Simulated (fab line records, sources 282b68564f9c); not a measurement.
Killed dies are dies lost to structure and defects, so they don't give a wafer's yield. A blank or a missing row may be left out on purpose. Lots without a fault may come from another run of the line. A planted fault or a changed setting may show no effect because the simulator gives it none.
Split-lot experiment | flow rit_cmos | 5 lots, 23 wafers read, on a route of 202 steps

THE SPLIT
At RIT_ACTIVE_CVD_03 (deposits Si3N4 from SiH2Cl2/NH3, target thk 150 nm, time 1500 s), the setting temp_c was moved away from the recipe's 810 C on 15 of the 23 wafers read, by -2.8% to +2.1%. The other wafers ran this setting at the recipe's value.

FROM THE SPLIT TO THE READING: what the file shows between them, 6 steps
- RIT_ACTIVE_THK_MEAS_04
- RIT_ACTIVE_COAT_06: resist thk 1000 nm (also split here: spin_rpm)
- RIT_ACTIVE_SOFTBAKE_07: time 60 s
- RIT_ACTIVE_EXPOSE_08: exposes mask M1, target cd 1400 nm
- RIT_ACTIVE_DEVELOP_10: develop time 50 s
- RIT_ACTIVE_HARDBAKE_12: time 60 s

THE READING
oes_product_au, in a.u., at RIT_ACTIVE_ETCH_13 (etches Si3N4 in SF6, stops on SiO2, time 210 s, target depth 210 nm). Fault-free wafers of this fab line usually give 0.810 a.u., standard deviation 0.0088 a.u..

wafer  | tool, chamber at the split | temp_c as run, C | against the recipe | oes_product_au, a.u. | against lot-mates on the recipe
L077.1 | -, -                       | 827.4            | +2.1%              | 0.961                | no lot-mate on the recipe
L077.2 | -, -                       | 827.4            | +2.1%              | 0.965                | no lot-mate on the recipe
L077.4 | -, -                       | 827.4            | +2.1%              | 0.954                | no lot-mate on the recipe
L077.5 | -, -                       | 827.4            | +2.1%              | 0.951                | no lot-mate on the recipe
L077.6 | -, -                       | 827.4            | +2.1%              | 0.966                | no lot-mate on the recipe
L078.1 | -, -                       | 810              | recipe             | 0.825                | -
L078.2 | -, -                       | 810              | recipe             | 0.802                | -
L078.3 | -, -                       | 810              | recipe             | 0.807                | -
L078.5 | -, -                       | 810              | recipe             | 0.803                | -
L078.6 | -, -                       | 810              | recipe             | 0.805                | -
L079.1 | -, -                       | 787              | -2.8%              | 0.660                | no lot-mate on the recipe
L079.2 | -, -                       | 787              | -2.8%              | 0.666                | no lot-mate on the recipe
L079.3 | -, -                       | 787              | -2.8%              | 0.654                | no lot-mate on the recipe
L079.4 | -, -                       | 787              | -2.8%              | 0.637                | no lot-mate on the recipe
L079.6 | -, -                       | 787              | -2.8%              | 0.644                | no lot-mate on the recipe
L083.1 | lpcvd-01, 0                | 810              | recipe             | 0.797                | -
L083.2 | lpcvd-01, 0                | 810              | recipe             | 0.819                | -
L083.4 | lpcvd-01, 0                | 810              | recipe             | 0.807                | -
L085.1 | -, -                       | 795.2            | -1.8%              | 0.716                | no lot-mate on the recipe
L085.2 | -, -                       | 795.2            | -1.8%              | 0.707                | no lot-mate on the recipe
L085.4 | -, -                       | 795.2            | -1.8%              | 0.720                | no lot-mate on the recipe
L085.5 | -, -                       | 795.2            | -1.8%              | 0.716                | no lot-mate on the recipe
L085.6 | -, -                       | 795.2            | -1.8%              | 0.707                | no lot-mate on the recipe

THE FIT
A straight line over all 23 wafers: oes_product_au changes by +0.0606 a.u. for each +1% of temp_c; r = +0.99; the points scatter about the line by 0.012 a.u..
Too few moved wafers have a lot-mate on the recipe to fit a line with each lot's own level taken away.

THE WHOLE CHAIN: every reading that the file lists as answering this split, in the file's order
step                   | what it does                                                        | reading                                                                        | change (the file's fit)                  | r (the file's)
RIT_ACTIVE_CVD_03      | deposits Si3N4 from SiH2Cl2/NH3, target thk 150 nm, time 1500 s     | Si3N4_of_ACTIVE_CVD_03.thk_nm (the simulator's own value, which no gauge read) | +20.7 nm for each +1% of the setting     | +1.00
RIT_ACTIVE_THK_MEAS_04 |                                                                     | ACTIVE_NITRIDE_THK                                                             | +20.7 for each +1% of the setting        | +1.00
RIT_ACTIVE_ETCH_13     | etches Si3N4 in SF6, stops on SiO2, time 210 s, target depth 210 nm | oes_product_au                                                                 | +0.0606 a.u. for each +1% of the setting | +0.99
RIT_ACTIVE_ETCH_13     | etches Si3N4 in SF6, stops on SiO2, time 210 s, target depth 210 nm | ACTIVE.feature_depth_nm (the simulator's own value, which no gauge read)       | +20.8 nm for each +1% of the setting     | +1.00
RIT_ACTIVE_ETCH_13     | etches Si3N4 in SF6, stops on SiO2, time 210 s, target depth 210 nm | etch.depth_nm (the simulator's own value, which no gauge read)                 | +20.7 nm for each +1% of the setting     | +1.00

THE FILE'S OWN FIT
oes_product_au changes by +0.0606 a.u. for each +1% of temp_c, r = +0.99.
